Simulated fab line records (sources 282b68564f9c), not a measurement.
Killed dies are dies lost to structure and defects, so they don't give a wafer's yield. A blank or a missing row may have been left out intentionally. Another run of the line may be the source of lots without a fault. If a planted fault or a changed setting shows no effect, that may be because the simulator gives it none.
Split-lot experiment || flow rit cmos || route with 202 steps; 5 lots, 23 wafers read

== ABOUT THE SPLIT ==
At RIT_PLDD_COAT_01 (resist thk 1000 nm), the setting spin rpm was moved away from the recipe's 3250 rpm on 9 of the 23 wafers read, by -6.8% to -2.5%. The other wafers ran this setting at the recipe's value.

== FROM THE SPLIT TO THE READING: what the file shows between them, 3 steps ==
- RIT_PLDD_SOFTBAKE_02: time 60 s
- RIT_PLDD_EXPOSE_03: exposes mask M8, target cd 40900 nm
- RIT_PLDD_DEVELOP_05: develop time 50 s

== THE READING ==
NOVOLAK_of_PLDD_COAT_01.thk nm (the simulator's own value, which no gauge read), in nm, at RIT_PLDD_HARDBAKE_07 (time 60 s). No usual value for it is given in the file. Average 883.0 nm, standard deviation 1.8 nm, over the 14 wafers here run with the recipe.

{"wafer": "L076.1", "tool, chamber at the split": "litho track-01, 0", "spin rpm as run, rpm": 3250, "against the recipe": "recipe", "NOVOLAK_of_PLDD_COAT_01.thk nm, nm": 885.2, "against lot-mates on the recipe": "-"}
{"wafer": "L076.2", "tool, chamber at the split": "litho track-01, 0", "spin rpm as run, rpm": 3250, "against the recipe": "recipe", "NOVOLAK_of_PLDD_COAT_01.thk nm, nm": 882, "against lot-mates on the recipe": "-"}
{"wafer": "L076.3", "tool, chamber at the split": "litho track-01, 0", "spin rpm as run, rpm": 3250, "against the recipe": "recipe", "NOVOLAK_of_PLDD_COAT_01.thk nm, nm": 882.5, "against lot-mates on the recipe": "-"}
{"wafer": "L076.4", "tool, chamber at the split": "litho track-01, 0", "spin rpm as run, rpm": 3250, "against the recipe": "recipe", "NOVOLAK_of_PLDD_COAT_01.thk nm, nm": 883.4, "against lot-mates on the recipe": "-"}
{"wafer": "L076.5", "tool, chamber at the split": "litho track-01, 0", "spin rpm as run, rpm": 3250, "against the recipe": "recipe", "NOVOLAK_of_PLDD_COAT_01.thk nm, nm": 884.1, "against lot-mates on the recipe": "-"}
{"wafer": "L080.1", "tool, chamber at the split": "litho track-01, 0", "spin rpm as run, rpm": 3108, "against the recipe": "-4.4%", "NOVOLAK_of_PLDD_COAT_01.thk nm, nm": 903.1, "against lot-mates on the recipe": "+20.4"}
{"wafer": "L080.2", "tool, chamber at the split": "litho track-01, 0", "spin rpm as run, rpm": 3108, "against the recipe": "-4.4%", "NOVOLAK_of_PLDD_COAT_01.thk nm, nm": 904.2, "against lot-mates on the recipe": "+21.5"}
{"wafer": "L080.3", "tool, chamber at the split": "litho track-01, 0", "spin rpm as run, rpm": 3250, "against the recipe": "recipe", "NOVOLAK_of_PLDD_COAT_01.thk nm, nm": 883.4, "against lot-mates on the recipe": "-"}
{"wafer": "L080.4", "tool, chamber at the split": "litho track-01, 0", "spin rpm as run, rpm": 3108, "against the recipe": "-4.4%", "NOVOLAK_of_PLDD_COAT_01.thk nm, nm": 902.6, "against lot-mates on the recipe": "+19.9"}
{"wafer": "L080.6", "tool, chamber at the split": "litho track-01, 0", "spin rpm as run, rpm": 3250, "against the recipe": "recipe", "NOVOLAK_of_PLDD_COAT_01.thk nm, nm": 882, "against lot-mates on the recipe": "-"}
{"wafer": "L081.1", "tool, chamber at the split": "litho track-03, 0", "spin rpm as run, rpm": 3250, "against the recipe": "recipe", "NOVOLAK_of_PLDD_COAT_01.thk nm, nm": 881.4, "against lot-mates on the recipe": "-"}
{"wafer": "L081.2", "tool, chamber at the split": "litho track-03, 0", "spin rpm as run, rpm": 3250, "against the recipe": "recipe", "NOVOLAK_of_PLDD_COAT_01.thk nm, nm": 882.8, "against lot-mates on the recipe": "-"}
{"wafer": "L081.3", "tool, chamber at the split": "litho track-03, 0", "spin rpm as run, rpm": 3030, "against the recipe": "-6.8%", "NOVOLAK_of_PLDD_COAT_01.thk nm, nm": 916.4, "against lot-mates on the recipe": "+34.3"}
{"wafer": "L081.5", "tool, chamber at the split": "litho track-03, 0", "spin rpm as run, rpm": 3030, "against the recipe": "-6.8%", "NOVOLAK_of_PLDD_COAT_01.thk nm, nm": 912.4, "against lot-mates on the recipe": "+30.3"}
{"wafer": "L081.6", "tool, chamber at the split": "litho track-03, 0", "spin rpm as run, rpm": 3030, "against the recipe": "-6.8%", "NOVOLAK_of_PLDD_COAT_01.thk nm, nm": 913.6, "against lot-mates on the recipe": "+31.5"}
{"wafer": "L082.1", "tool, chamber at the split": "litho track-02, 0", "spin rpm as run, rpm": 3250, "against the recipe": "recipe", "NOVOLAK_of_PLDD_COAT_01.thk nm, nm": 886.2, "against lot-mates on the recipe": "-"}
{"wafer": "L082.3", "tool, chamber at the split": "litho track-02, 0", "spin rpm as run, rpm": 3250, "against the recipe": "recipe", "NOVOLAK_of_PLDD_COAT_01.thk nm, nm": 884.7, "against lot-mates on the recipe": "-"}
{"wafer": "L082.6", "tool, chamber at the split": "litho track-02, 0", "spin rpm as run, rpm": 3250, "against the recipe": "recipe", "NOVOLAK_of_PLDD_COAT_01.thk nm, nm": 883.7, "against lot-mates on the recipe": "-"}
{"wafer": "L085.1", "tool, chamber at the split": "litho track-02, 0", "spin rpm as run, rpm": 3168, "against the recipe": "-2.5%", "NOVOLAK_of_PLDD_COAT_01.thk nm, nm": 891.4, "against lot-mates on the recipe": "+10.9"}
{"wafer": "L085.2", "tool, chamber at the split": "litho track-02, 0", "spin rpm as run, rpm": 3250, "against the recipe": "recipe", "NOVOLAK_of_PLDD_COAT_01.thk nm, nm": 878.7, "against lot-mates on the recipe": "-"}
{"wafer": "L085.4", "tool, chamber at the split": "litho track-02, 0", "spin rpm as run, rpm": 3168, "against the recipe": "-2.5%", "NOVOLAK_of_PLDD_COAT_01.thk nm, nm": 892.6, "against lot-mates on the recipe": "+12.1"}
{"wafer": "L085.5", "tool, chamber at the split": "litho track-02, 0", "spin rpm as run, rpm": 3168, "against the recipe": "-2.5%", "NOVOLAK_of_PLDD_COAT_01.thk nm, nm": 889.1, "against lot-mates on the recipe": "+8.6"}
{"wafer": "L085.6", "tool, chamber at the split": "litho track-02, 0", "spin rpm as run, rpm": 3250, "against the recipe": "recipe", "NOVOLAK_of_PLDD_COAT_01.thk nm, nm": 882.3, "against lot-mates on the recipe": "-"}

FIT RESULTS
A straight line over all 23 wafers: NOVOLAK_of_PLDD_COAT_01.thk nm changes by -4.55 nm for each +1% of spin rpm; r = -0.98; the points scatter about the line by 2.1 nm.
The same after taking each lot's own level away (the mean of its wafers on the recipe; 23 wafers): -4.71 nm for each +1%; r = -0.99; scatter 1.4 nm.
That fit puts the effect of the largest move of spin rpm on the reading at 32 nm.
Measured against the standard deviation above, the lots' own levels, which go from 880.50 to 884.87 nm, span 2.5 times it.
Hence the lot-to-lot level has little effect on the slope; both slopes agree.
Check: for one of the wafers moved furthest among these (-6.8%), held out of the fit, the line's prediction against its lot-mates is +31 nm. It came out at +34.3 nm against them.

== FURTHER SPLITS ON THESE WAFERS ==
Other splits were also applied to these wafers ahead of the reading. Each is held against what the fit with the lots' levels taken away leaves over:
{"other split on the same wafers": "RIT_ACTIVE_COAT_06 resist thk nm", "wafers away from the commonest value": 10, "r with NOVOLAK_of_PLDD_COAT_01.thk nm (lot level and that fit taken away)": "+0.21"}
{"other split on the same wafers": "RIT_ACTIVE_DEVELOP_10 develop time s", "wafers away from the commonest value": 8, "r with NOVOLAK_of_PLDD_COAT_01.thk nm (lot level and that fit taken away)": "+0.18"}
{"other split on the same wafers": "RIT_FOX1_OXIDATION_00 ox time s", "wafers away from the commonest value": 15, "r with NOVOLAK_of_PLDD_COAT_01.thk nm (lot level and that fit taken away)": "+0.04"}
{"other split on the same wafers": "RIT_PWELL_IMPLANT_08 dose cm2", "wafers away from the commonest value": 7, "r with NOVOLAK_of_PLDD_COAT_01.thk nm (lot level and that fit taken away)": -0.06}
{"other split on the same wafers": "RIT_PRETRO_IMPLANT_08 energy kev", "wafers away from the commonest value": 10, "r with NOVOLAK_of_PLDD_COAT_01.thk nm (lot level and that fit taken away)": -0.04}
{"other split on the same wafers": "RIT_GATE_CVD_08 time s", "wafers away from the commonest value": 18, "r with NOVOLAK_of_PLDD_COAT_01.thk nm (lot level and that fit taken away)": -0.09}
{"other split on the same wafers": "RIT_GATE_DEVELOP_15 dev temp c", "wafers away from the commonest value": 6, "r with NOVOLAK_of_PLDD_COAT_01.thk nm (lot level and that fit taken away)": "+0.45"}
{"other split on the same wafers": "RIT_REOX_CLEAN_00 time s", "wafers away from the commonest value": 18, "r with NOVOLAK_of_PLDD_COAT_01.thk nm (lot level and that fit taken away)": -0.03}

== THE WHOLE CHAIN: every reading that the file lists as answering this split, in the file's order ==
{"step": "RIT_PLDD_COAT_01", "what it does": "resist thk 1000 nm", "reading": "NOVOLAK_of_PLDD_COAT_01.thk nm (the simulator's own value, which no gauge read)", "change (the file's fit)": "-5.36 nm for each +1% of the setting", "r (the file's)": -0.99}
{"step": "RIT_PLDD_HARDBAKE_07", "what it does": "time 60 s", "reading": "NOVOLAK_of_PLDD_COAT_01.thk nm (the simulator's own value, which no gauge read)", "change (the file's fit)": "-4.68 nm for each +1% of the setting", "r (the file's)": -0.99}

== FILE'S OWN FIT ==
NOVOLAK_of_PLDD_COAT_01.thk nm changes by -4.68 nm for each +1% of spin rpm, r = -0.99.
